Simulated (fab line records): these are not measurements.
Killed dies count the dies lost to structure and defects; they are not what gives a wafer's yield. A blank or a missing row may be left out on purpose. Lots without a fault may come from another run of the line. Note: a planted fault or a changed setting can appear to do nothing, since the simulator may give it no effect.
fab line records	flow berkeley-cmos170
[record] lots = 14	wafers = 42	last-day = 13
route steps=331 shown START@4 ZERO@13 NSD@195 M1@249
lots with no fault: from the same line, run without faults
start-h: start of the lot's first displayed wafer, in hours after the record's first day	wait-h: hours elapsed since this lot's preceding step	" the same as in the row above	L1.1+2: several wafers, shown together as one row	- no value, or no start was given	* or withheld: withheld	< > ~ a bound
route shown NAME@n: names a module that has steps shown in the file, with the first one's number in the route	usual: mean/standard deviation of fault-free wafers	same: alike in all rows	chamber/n: place in a boat	sites: readings site by site	_std_site: their standard deviation	_edge_site: the outer-site mean with the inner-site mean subtracted	radius-mm: for every site, how far away it sits from the centre of the wafer	mask NAME#n: copy n	behind: tool/chamber where the wafer was last shaped	hold: why the lot was held/for how many hours/how that ended	device: the transistor (n, p or np) that didn't switch	end of line: the tests these same wafers got at the end of their route	where a step has no rows: the recipe by itself	killed: not the wafer's yield, but the dies lost to structure and defects at the first sort	map: a wafer's dies, marking killed ones x, the rest . and places with no die _
set.NAME: the setting that was run; set.NAME@STEP: the one run at that earlier step	model.NAME: the simulator's own value behind a step, which no gauge read
route steps across a sampled set of lots; one table per step, one row per wafer
services: when a tool's chamber went out of use (start-h, in hours from the record's first day, below 0 if earlier), for how many hours, and the reason
[[steps]]
[step UCB170_START_THK_MEAS_03]
[recipe] reads = SiO2_of_START_OXIDATION_02
[usual] START_OXIDE_THK = 19.9/0.51
lot.wafer	tool	chamber	start-h	wait-h	START_OXIDE_THK[nm]
L293.1	film-metro-03	-	14.83	0.0	20.0
L293.4	"	-	"	"	20.1
L293.5	"	-	"	"	20.1
L294.1	film-metro-04	-	20.58	0.0	20.1
L294.2	"	-	"	"	20.2
L294.5	"	-	"	"	20.3
L295.1	film-metro-01	-	25.55	0.0	20.2
L295.3	"	-	"	"	20.3
L295.4	"	-	"	"	20.5
L296.2	film-metro-01	-	29.17	0.0	20.6
L296.5	"	-	"	"	20.9
L296.6	"	-	"	"	20.8
L297.1	film-metro-01	-	35.41	0.0	19.6
L297.4	"	-	"	"	20.0
L297.5	"	-	"	"	19.8
L298.3	film-metro-03	-	48.02	0.0	20.5
L298.4	"	-	"	"	20.6
L298.6	"	-	"	"	20.7
L300.3	film-metro-01	-	48.02	0.0	20.7
L300.4	"	-	"	"	20.8
L300.5	"	-	"	"	20.4
L302.1	film-metro-03	-	66.65	0.0	20.0
L302.2	"	-	"	"	20.0
L302.5	"	-	"	"	19.5
L301.2	film-metro-01	-	66.66	0.0	19.3
L301.4	"	-	"	"	19.2
L301.5	"	-	"	"	19.5
L306.1	film-metro-04	-	80.99	0.0	19.4
L306.4	"	-	"	"	19.6
L306.6	"	-	"	"	19.5
L308.2	film-metro-04	-	89.76	0.0	19.8
L308.4	"	-	"	"	20.3
L308.5	"	-	"	"	19.8
L311.2	film-metro-04	-	102.55	0.0	19.1
L311.3	"	-	"	"	19.2
L311.6	"	-	"	"	19.2
L314.1	film-metro-04	-	121.80	0.0	20.1
L314.2	"	-	"	"	20.1
L314.5	"	-	"	"	20.2
L316.1	film-metro-04	-	131.68	0.0	19.3
L316.2	"	-	"	"	19.6
L316.3	"	-	"	"	19.1
[step UCB170_ZERO_STRIP_07]
[recipe] chemistry = O2	power-w = 400	pressure-mtorr = 3500	platen-temp-c = withheld	o2-flow-sccm = 400	overash-fraction = 0.5
[usual] drypump-motor-current-A = 6.2/0.42	o2-flow-sccm = 400.1/1.2	oes-product-au = 0.727/0.0043	strip-time-to-endpoint-s = 21.47/0.057
lot.wafer	tool	chamber	start-h	wait-h	drypump-motor-current-A	o2-flow-sccm	oes-product-au	rf-hours-counter-h	strip-time-to-endpoint-s
L293.1	plasma-asher-04	1	20.77	0.0	5.4	401.2	0.731	28	21.44
L293.4	"	1	"	"	5.4	399.4	0.728	-	21.49
L293.5	"	0	"	"	6.6	399.5	0.723	-	21.55
L294.1	plasma-asher-04	0	27.86	0.0	6.6	400.3	0.729	28	21.49
L294.2	"	1	"	"	5.4	401.3	0.730	28	21.52
L294.5	"	1	"	"	5.4	400.2	0.732	-	21.40
L295.1	plasma-asher-04	1	29.31	0.0	5.4	400.9	0.730	29	21.45
L295.3	"	1	"	"	5.4	399.6	0.732	-	21.44
L295.4	"	0	"	"	6.7	401.7	0.725	-	21.51
L296.2	plasma-asher-03	1	35.45	0.0	6.8	399.5	0.730	31	21.46
L296.5	"	0	"	"	6.0	401.4	0.728	-	21.41
L296.6	"	1	"	"	6.8	399.6	0.732	-	21.50
L297.1	plasma-asher-03	1	51.88	0.0	6.8	399.3	0.730	33	21.40
L297.4	"	1	"	"	6.8	399.7	0.724	-	21.40
L297.5	"	0	"	"	6.0	400.4	0.729	-	21.44
L298.3	plasma-asher-01	1	51.95	0.0	6.3	399.9	0.734	-	21.44
L298.4	"	0	"	"	6.0	401.0	0.737	-	21.54
L298.6	"	0	"	"	6.0	399.2	0.728	-	21.49
L300.3	plasma-asher-01	0	52.31	0.0	6.0	399.4	0.727	-	21.51
L300.4	"	1	"	"	6.3	399.4	0.731	-	21.52
L300.5	"	1	"	"	6.3	400.9	0.721	-	21.53
L302.1	plasma-asher-01	1	76.19	0.0	6.3	400.9	0.716	26	21.54
L302.2	"	0	"	"	6.0	400.5	0.734	26	21.51
L302.5	"	0	"	"	6.0	399.3	0.729	-	21.57
L301.2	plasma-asher-01	1	76.55	0.0	6.3	399.6	0.734	26	21.47
L301.4	"	1	"	"	6.3	400.0	0.731	-	21.51
L301.5	"	0	"	"	6.0	399.7	0.728	-	21.51
L306.1	plasma-asher-01	0	85.11	0.0	6.0	400.3	0.727	27	21.50
L306.4	"	0	"	"	6.0	399.5	0.725	-	21.44
L306.6	"	1	"	"	6.4	398.5	0.731	-	21.46
L308.2	plasma-asher-03	0	102.27	0.0	6.0	400.4	0.729	39	21.50
L308.4	"	0	"	"	6.0	401.6	0.726	-	21.50
L308.5	"	1	"	"	6.8	400.6	0.729	-	21.53
L311.2	plasma-asher-03	1	112.87	0.0	6.8	399.7	0.726	40	21.55
L311.3	"	0	"	"	6.1	400.4	0.726	-	21.54
L311.6	"	1	"	"	6.8	401.0	0.723	-	21.57
L314.1	plasma-asher-03	0	129.16	0.0	6.0	400.1	0.730	43	21.41
L314.2	"	1	"	"	6.8	399.7	0.727	43	21.44
L314.5	"	0	"	"	6.0	398.5	0.723	-	21.34
L316.1	plasma-asher-04	1	138.01	0.0	5.4	400.4	0.730	1	21.50
L316.2	"	0	"	"	6.6	399.2	0.727	1	21.55
L316.3	"	0	"	"	6.6	398.8	0.728	-	21.47
[step UCB170_NSD_IMPLANT_08]
[recipe] species = P	dose-cm2 = 3e+15	energy-kev = 40	tilt-deg = 7
[usual] beam-energy-keV = 39.999/0.012
lot.wafer	tool	chamber	start-h	wait-h	beam-energy-keV
L293.1	implanter-01	0	186.67	0.0	39.997
L293.4	"	0	"	"	39.988
L293.5	"	0	"	"	39.991
L294.1	implanter-01	0	195.14	0.0	39.999
L294.2	"	0	"	"	39.997
L294.5	"	0	"	"	39.989
L295.1	implanter-03	0	195.44	0.0	40.023
L295.3	"	0	"	"	40.015
L295.4	"	0	"	"	40.029
L296.2	implanter-04	0	209.60	0.0	39.998
L296.5	"	0	"	"	40.005
L296.6	"	0	"	"	40.002
L298.3	implanter-04	0	229.13	0.1	40.003
L298.4	"	0	"	"	40.008
L298.6	"	0	"	"	40.001
L300.3	implanter-01	0	229.70	0.2	39.980
L300.4	"	0	"	"	39.989
L300.5	"	0	"	"	39.995
L297.1	implanter-01	0	229.96	0.0	40.005
L297.4	"	0	"	"	40.020
L297.5	"	0	"	"	40.012
L301.2	implanter-03	0	243.72	0.1	39.967
L301.4	"	0	"	"	39.979
L301.5	"	0	"	"	39.962
L302.1	implanter-04	0	243.90	0.0	39.993
L302.2	"	0	"	"	40.017
L302.5	"	0	"	"	40.045
L308.2	implanter-03	0	254.98	0.0	26.792
L308.4	"	0	"	"	26.812
L308.5	"	0	"	"	26.794
L306.1	implanter-03	0	255.70	0.0	26.810
L306.4	"	0	"	"	26.802
L306.6	"	0	"	"	26.802
L311.2	implanter-04	0	265.68	0.0	40.020
L311.3	"	0	"	"	39.997
L311.6	"	0	"	"	40.014
L314.1	implanter-01	0	285.20	0.0	39.995
L314.2	"	0	"	"	39.999
L314.5	"	0	"	"	40.003
L316.1	implanter-01	0	295.62	0.0	40.006
L316.2	"	0	"	"	39.996
L316.3	"	0	"	"	39.987
[step UCB170_NSD_STRIP_09]
[recipe] chemistry = O2	power-w = 400	pressure-mtorr = 3500	platen-temp-c = withheld	o2-flow-sccm = 400	overash-fraction = 0.5
[usual] drypump-motor-current-A = 6.0/0.55	o2-flow-sccm = 400.0/1.1	oes-product-au = 0.534/0.0045	strip-time-to-endpoint-s = 35.83/0.066
lot.wafer	tool	chamber	start-h	wait-h	drypump-motor-current-A	o2-flow-sccm	oes-product-au	rf-hours-counter-h	strip-time-to-endpoint-s
L293.1	plasma-asher-01	0	186.82	0.1	6.0	399.5	0.536	40	35.80
L293.4	"	1	"	"	6.3	399.0	0.532	-	35.76
L293.5	"	0	"	"	6.0	401.7	0.533	-	35.73
L294.1	plasma-asher-02	1	195.29	0.1	5.3	398.6	0.534	44	35.77
L294.2	"	0	"	"	6.6	400.8	0.539	44	35.85
L294.5	"	1	"	"	5.3	400.0	0.535	-	35.79
L295.1	plasma-asher-04	0	195.59	0.1	6.6	399.3	0.540	7	35.77
L295.3	"	0	"	"	6.6	400.7	0.536	-	35.79
L295.4	"	1	"	"	5.4	398.6	0.533	-	35.78
L296.2	plasma-asher-01	1	209.73	0.1	6.3	400.0	0.539	42	36.00
L296.5	"	1	"	"	6.3	399.3	0.539	-	35.91
L296.6	"	0	"	"	6.0	398.7	0.540	-	35.93
L298.3	plasma-asher-04	0	229.26	0.1	6.6	399.6	0.529	-	35.87
L298.4	"	1	"	"	5.3	397.7	0.540	-	35.83
L298.6	"	1	"	"	5.3	399.3	0.535	-	35.82
L300.3	plasma-asher-02	0	229.83	0.1	6.6	398.3	0.541	-	35.79
L300.4	"	1	"	"	5.3	399.1	0.537	-	35.73
L300.5	"	0	"	"	6.6	397.8	0.530	-	35.81
L297.1	plasma-asher-01	0	230.11	0.1	6.0	400.2	0.540	44	35.73
L297.4	"	1	"	"	6.3	400.6	0.536	-	35.72
L297.5	"	0	"	"	6.0	401.4	0.541	-	35.81
L301.2	plasma-asher-04	1	243.84	0.1	5.4	399.9	0.533	12	35.88
L301.4	"	1	"	"	5.4	401.2	0.535	-	35.85
L301.5	"	0	"	"	6.6	400.1	0.535	-	35.79
L302.1	plasma-asher-02	0	244.05	0.1	6.6	399.6	0.529	49	35.88
L302.2	"	1	"	"	5.3	401.2	0.530	49	35.82
L302.5	"	1	"	"	5.3	400.2	0.524	-	35.84
L308.2	plasma-asher-02	0	255.10	0.1	6.6	398.3	0.569	50	31.05
L308.4	"	1	"	"	5.3	398.8	0.584	-	31.08
L308.5	"	0	"	"	6.5	400.9	0.578	-	31.03
L306.1	plasma-asher-02	1	255.85	0.1	5.2	399.8	0.585	51	31.10
L306.4	"	0	"	"	6.5	400.7	0.580	-	31.17
L306.6	"	0	"	"	6.6	402.4	0.586	-	31.09
L311.2	plasma-asher-04	1	265.81	0.1	5.4	400.2	0.534	15	35.91
L311.3	"	1	"	"	5.4	399.9	0.530	-	35.86
L311.6	"	1	"	"	5.4	401.0	0.532	-	35.76
L314.1	plasma-asher-04	0	285.35	0.1	6.6	398.7	0.538	18	35.91
L314.2	"	1	"	"	5.4	398.0	0.537	18	35.85
L314.5	"	0	"	"	6.6	399.5	0.542	-	35.88
L316.1	plasma-asher-01	0	295.77	0.1	6.0	399.4	0.538	53	35.80
L316.2	"	1	"	"	6.3	399.1	0.530	53	35.80
L316.3	"	0	"	"	6.0	400.5	0.541	-	35.65
[step UCB170_NSD_TW_MEAS_10]
[usual] NSD_TW = 4186/23
lot.wafer	tool	chamber	start-h	wait-h	NSD_TW
L293.1	film-metro-04	-	186.92	0.1	4155
L293.4	"	-	"	"	4175
L293.5	"	-	"	"	4176
L294.1	film-metro-01	-	195.39	0.1	4224
L294.2	"	-	"	"	4207
L294.5	"	-	"	"	4211
L295.1	film-metro-01	-	195.69	0.1	4201
L295.3	"	-	"	"	4199
L295.4	"	-	"	"	4205
L296.2	film-metro-03	-	209.84	0.1	4164
L296.5	"	-	"	"	4179
L296.6	"	-	"	"	4198
L298.3	film-metro-01	-	229.35	0.1	4227
L298.4	"	-	"	"	4204
L298.6	"	-	"	"	4202
L300.3	film-metro-04	-	229.92	0.1	4160
L300.4	"	-	"	"	4134
L300.5	"	-	"	"	4174
L297.1	film-metro-04	-	230.21	0.1	4158
L297.4	"	-	"	"	4139
L297.5	"	-	"	"	4128
L301.2	film-metro-04	-	243.95	0.1	4183
L301.4	"	-	"	"	4176
L301.5	"	-	"	"	4151
L302.1	film-metro-01	-	244.15	0.1	4195
L302.2	"	-	"	"	4222
L302.5	"	-	"	"	4208
L308.2	film-metro-03	-	255.21	0.1	3755
L308.4	"	-	"	"	3776
L308.5	"	-	"	"	3772
L306.1	film-metro-01	-	255.95	0.1	3757
L306.4	"	-	"	"	3767
L306.6	"	-	"	"	3767
L311.2	film-metro-01	-	265.92	0.1	4167
L311.3	"	-	"	"	4161
L311.6	"	-	"	"	4190
L314.1	film-metro-01	-	285.45	0.1	4166
L314.2	"	-	"	"	4179
L314.5	"	-	"	"	4163
L316.1	film-metro-01	-	295.87	0.1	4203
L316.2	"	-	"	"	4209
L316.3	"	-	"	"	4224
[step UCB170_SDANNEAL_RS_MEAS_03]
[recipe] thk-meas-gauge = four-point-probe
[usual] NSD_RS = 37.27/0.099
lot.wafer	tool	chamber	start-h	wait-h	NSD_RS[ohm/sq]
L293.1	film-metro-03	-	188.15	0.1	37.20
L293.4	"	-	"	"	37.24
L293.5	"	-	"	"	37.25
L294.1	film-metro-03	-	196.69	0.1	37.39
L294.2	"	-	"	"	37.27
L294.5	"	-	"	"	37.33
L295.1	film-metro-01	-	197.14	0.1	37.32
L295.3	"	-	"	"	37.30
L295.4	"	-	"	"	37.38
L296.2	film-metro-04	-	211.08	0.1	37.30
L296.5	"	-	"	"	37.39
L296.6	"	-	"	"	37.32
L298.3	film-metro-01	-	230.81	0.1	37.15
L298.4	"	-	"	"	37.15
L298.6	"	-	"	"	37.18
L300.3	film-metro-04	-	231.26	0.1	37.35
L300.4	"	-	"	"	37.54
L300.5	"	-	"	"	37.31
L297.1	film-metro-03	-	231.72	0.1	37.40
L297.4	"	-	"	"	37.36
L297.5	"	-	"	"	37.29
L301.2	film-metro-01	-	245.23	0.1	37.21
L301.4	"	-	"	"	37.13
L301.5	"	-	"	"	37.27
L302.1	film-metro-03	-	245.80	0.1	37.25
L302.2	"	-	"	"	37.25
L302.5	"	-	"	"	37.32
L308.2	film-metro-04	-	257.03	0.1	42.88
L308.4	"	-	"	"	42.83
L308.5	"	-	"	"	42.90
L306.1	film-metro-03	-	257.83	0.1	42.68
L306.4	"	-	"	"	42.57
L306.6	"	-	"	"	42.67
L311.2	film-metro-03	-	267.53	0.1	37.13
L311.3	"	-	"	"	37.19
L311.6	"	-	"	"	37.40
L314.1	film-metro-04	-	287.61	0.1	37.35
L314.2	"	-	"	"	37.55
L314.5	"	-	"	"	37.28
L316.1	film-metro-01	-	300.63	0.1	37.18
L316.2	"	-	"	"	37.28
L316.3	"	-	"	"	37.33
[step UCB170_M1_ETCH_11]
[recipe] chemistry = N2/H2	target-depth-a = withheld	overetch-a = withheld	target = BARC	time-s = withheld	source-w = 500	bias-w = 100	pressure-mtorr = 30	n2-flow-sccm = 100	h2-flow-sccm = 200
[usual] drypump-motor-current-A = 5.7/0.45	h2-flow-sccm = 200.0/0.55	n2-flow-sccm = 99.95/0.3	oes-product-au = 0.998/0.017	throttle-valve-pct = 13.30/0.2
lot.wafer	tool	chamber	start-h	wait-h	drypump-motor-current-A	h2-flow-sccm	n2-flow-sccm	oes-product-au	throttle-valve-pct
L293.1	rie-diel-04	2	196.32	0.0	5.0	199.2	99.65	0.977	13.60
L293.4	"	3	"	"	6.4	200.9	100.41	0.981	13.03
L293.5	"	0	"	"	5.3	199.5	99.57	0.999	13.29
L294.1	rie-diel-04	2	203.06	0.0	5.0	199.2	99.49	0.980	13.58
L294.2	"	3	"	"	6.5	200.9	99.81	0.978	13.04
L294.5	"	3	"	"	6.4	200.3	100.24	0.987	13.04
L295.1	rie-diel-03	2	203.92	0.0	5.5	200.0	100.18	0.997	13.63
L295.3	"	1	"	"	6.3	200.5	99.59	1.010	13.04
L295.4	"	3	"	"	5.5	200.4	99.95	1.002	13.37
L296.2	rie-diel-03	3	220.68	0.0	5.5	200.1	100.33	1.011	13.41
L296.5	"	1	"	"	6.2	199.7	100.13	0.993	13.04
L296.6	"	3	"	"	5.5	200.4	100.27	0.993	13.40
L298.3	rie-diel-04	3	241.24	0.0	6.5	199.9	99.64	0.992	13.05
L298.4	"	2	"	"	5.0	200.5	99.75	0.980	13.58
L298.6	"	3	"	"	6.4	200.1	99.95	0.994	13.06
L300.3	rie-diel-01	1	241.51	0.0	5.9	200.5	99.83	1.014	13.35
L300.4	"	2	"	"	5.5	199.7	99.67	0.981	13.40
L300.5	"	2	"	"	5.5	200.0	99.89	0.976	13.40
L297.1	rie-diel-03	3	241.72	0.0	5.5	200.3	99.85	1.006	13.40
L297.4	"	1	"	"	6.3	199.4	99.94	1.001	13.04
L297.5	"	1	"	"	6.3	200.1	100.03	1.001	13.03
L301.2	rie-diel-03	3	255.97	0.0	5.5	200.0	99.92	1.002	13.40
L301.4	"	2	"	"	5.5	200.7	99.98	0.989	13.62
L301.5	"	0	"	"	5.9	200.4	100.28	0.980	13.14
L302.1	rie-diel-01	0	256.25	0.0	6.1	199.8	99.43	1.010	13.01
L302.2	"	3	"	"	5.8	200.2	100.19	0.959	13.31
L302.5	"	0	"	"	6.1	200.4	100.07	1.007	13.03
L308.2	rie-diel-04	2	266.77	0.0	5.0	200.7	100.60	0.992	13.59
L308.4	"	1	"	"	5.1	200.1	100.09	1.027	13.32
L308.5	"	1	"	"	5.1	200.3	99.64	1.029	13.35
L306.1	rie-diel-03	0	269.75	0.0	5.9	199.9	99.73	0.995	13.15
L306.4	"	2	"	"	5.5	199.4	100.37	1.000	13.62
L306.6	"	1	"	"	6.3	200.7	99.75	0.994	13.06
L311.2	rie-diel-04	1	277.54	0.0	5.1	199.5	99.70	1.020	13.34
L311.3	"	3	"	"	6.4	200.3	100.03	0.988	13.04
L311.6	"	0	"	"	5.3	200.2	99.68	1.017	13.30
L314.1	rie-diel-03	1	300.66	0.0	6.4	199.3	99.82	1.002	13.06
L314.2	"	0	"	"	5.9	200.5	99.92	0.998	13.17
L314.5	"	1	"	"	6.3	199.7	100.16	1.010	13.05
L316.1	rie-diel-04	1	308.81	0.0	5.2	199.8	99.67	1.027	13.33
L316.2	"	2	"	"	5.0	199.7	99.64	0.983	13.59
L316.3	"	3	"	"	6.4	200.0	99.95	0.991	13.05
[[services]]
tool	chamber	start-h	hours	kind
implanter-01	-	5.55	2.5	repair
rie-diel-04	-	6.72	2.8	pm
rie-diel-04	-	21.66	0.2	repair
plasma-asher-04	-	31.16	89.9	repair
plasma-asher-04	-	34.66	5.3	repair
rie-diel-04	0	48.77	3.2	repair
implanter-01	-	54.26	3.0	repair
plasma-asher-04	-	61.21	6.6	repair
rie-diel-04	-	64.67	14.6	pm
plasma-asher-01	-	67.73	4.1	repair
plasma-asher-01	-	73.98	1.2	repair
plasma-asher-02	-	84.51	0.5	repair
plasma-asher-04	-	121.08	9.0	pm
plasma-asher-02	-	128.33	2.1	repair
rie-diel-03	2	131.74	1.6	repair
plasma-asher-03	-	135.39	2.7	repair
rie-diel-04	0	150.75	12.2	repair
plasma-asher-04	-	160.89	0.6	repair
rie-diel-03	2	166.11	2.6	repair
rie-diel-04	1	189.23	6.1	repair
rie-diel-04	3	245.57	7.2	repair
rie-diel-03	1	245.83	14.5	repair
plasma-asher-04	-	260.18	1.7	repair
plasma-asher-04	-	269.85	2.6	repair
[[key]]
[first-sign] step = UCB170_NSD_IMPLANT_08	reading = beam-energy-keV	direction = down	sigmas = 99+	usual = 39.999	struck = 26.802
[effect] step = UCB170_NSD_STRIP_09	reading = strip-time-to-endpoint-s	direction = down	sigmas = 72	usual = *	struck = *
[effect] step = UCB170_NSD_TW_MEAS_10	reading = NSD_TW	direction = down	sigmas = 18	usual = 4186	struck = 3766
[effect] step = UCB170_SDANNEAL_RS_MEAS_03	reading = NSD_RS	direction = up	sigmas = 55	usual = 37.27	struck = 42.76
met-at UCB170_NSD_IMPLANT_08
struck-lots L306,L308
tester-left-out L306,L308
not-acting-at UCB170_START_THK_MEAS_03,UCB170_ZERO_STRIP_07,UCB170_M1_ETCH_11
onset-between 243.72 254.98
[fault] kind = process-parameter-drift	tool = implanter-03	chamber = -	onset-h = 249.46	steps = UCB170_NSD_IMPLANT_08	channel = energy-kev	offset = -13.2	shape = step	end-h = 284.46	acts-in = these-recipes-only	stated = 40
// tester-left-out: of these lots the tester's yield and bins aren't shown, on N5 and GAA mostly nor the transistor test; their killed dies are dies lost to structure and defects alone, not to doping, threshold or leakage, so they don't give the yield
